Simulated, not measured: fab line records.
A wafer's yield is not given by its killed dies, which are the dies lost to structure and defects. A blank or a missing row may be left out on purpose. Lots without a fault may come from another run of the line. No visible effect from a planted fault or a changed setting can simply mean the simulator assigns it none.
8D (eight disciplines) problem report, filled in by code || flow berkeley cmos170 || the parts of the form that need people (team, actions taken, sign-off) are left out

1. WHAT IS WRONG
NLDD_TW at UCB170_NLDD_TW_MEAS_11 reads a mean of 2378 on 6 wafers of 2 lots; wafers without a fault read 2234 with a standard deviation of 13. That is +11 standard deviations from the usual mean.
First observed at day 8 11:56: wafer L300.2, on film metro-04. The record holds 42 wafers of 14 lots with a number at this step. The rule behind "out" and "out of limits": a value lying over 4 standard deviations away from the usual mean. All remaining wafers that have a number are taken as sound.

2. WHAT IT IS; WHAT IT IS NOT
{"question": "which readings at this step", "is": "NLDD_TW", "is not": "-"}
{"question": "which lots", "is": "L300, L301", "is not": "L290, L292, L293, L295, L299, L305, L306, L307, L308, L309, L311, L312"}
{"question": "which wafers of those lots", "is": "all that have a number", "is not": "-"}
{"question": "read on which gauges", "is": "film metro-01, film metro-04", "is not": "film metro-03"}
{"question": "when", "is": "from day 8 11:56", "is not": "up to then (15 sound wafers); but 21 sound wafers of L305, L306, L307, L308, L309, L311, L312 came after"}

3. SUSPECTS, AND WHAT RULES EACH OUT
Counting: any tool at a process step up to the reading is kept as a suspect provided that every lot that is out went through it and no sound lot did after the first of them.
- the gauge at UCB170_NLDD_TW_MEAS_11 is ruled out. 2 gauges (film metro-01, film metro-04) read the wafers that are out.
- rie diel-01 at UCB170_ACTIVE_ETCH_15 (etches Si3N4 in CH3F/Ar/O2, stops on SiO2, target depth 242 nm, time 151 s): ruled out as a lasting fault. Sound lots L306, L307, L308, L309, L312 ran on it after its first lot that is out, L300 (day 6 06:16).
- implanter-01 at UCB170_NLDD_IMPLANT_08: kept. All lots that are out passed through it, beginning with L300 at day 8 11:32, and no sound lot followed; its final sound lot before that point was L299 at day 7 23:10. Out on those wafers are its own readings of dose ions cm2, faraday current uA.
The count leaves implanter-01 at UCB170_NLDD_IMPLANT_08.

4. THE CAUSE (what the simulator had put in)
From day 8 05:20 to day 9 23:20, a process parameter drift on implanter-01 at UCB170_NLDD_IMPLANT_08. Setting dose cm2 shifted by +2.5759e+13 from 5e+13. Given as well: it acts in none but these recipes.
Only this tool survived the counting.

5. THE CHAIN OF EFFECTS, in route order
One row per reading whose mean, taken over the struck wafers that have a number, lies over 3 standard deviations from the usual. Only readings for which the record gives a usual standard deviation are gone through. hours: the time from each lot's start at the first step in this table that gives one to its start at this step, as a median over the lots. sigmas: the change in usual standard deviations.
{"hours": 0, "step": "UCB170_NLDD_IMPLANT_08", "reading": "dose ions cm2", "usual": 5e+13, "on struck wafers": 8e+13, "change": "+3e+13", "sigmas": "+99 or more"}
{"hours": 0, "step": "UCB170_NLDD_IMPLANT_08", "reading": "faraday current uA", "usual": 158, "on struck wafers": 241, "change": "+83", "sigmas": "+26"}
{"hours": 0, "step": "UCB170_NLDD_TW_MEAS_11", "reading": "NLDD_TW", "usual": 2234, "on struck wafers": 2378, "change": "+144", "sigmas": "+11"}
{"hours": 15, "step": "UCB170_SDANNEAL_RS_MEAS_05", "reading": "NLDD_RS", "usual": "615.7 ohm/sq", "on struck wafers": 526.2, "change": -89.5, "sigmas": -69}
Its process steps:
- UCB170_NLDD_IMPLANT_08

6. HOW IT WOULD HAVE BEEN CAUGHT EARLIER
7 hours passed between the start of the fault at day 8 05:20 and the first reading out of limits at a measuring or inspecting step in this record, taken at day 8 11:56.
At UCB170_NLDD_IMPLANT_08, the tool's own readings (dose ions cm2, faraday current uA) were out on each struck wafer the step has a row for, so an alarm limit on them would have fired on the first such wafer.
Among the 2 lots that are out, L301 began UCB170_NLDD_IMPLANT_08 on implanter-01 after day 8 11:56. Holding the tool at that time would have saved it.
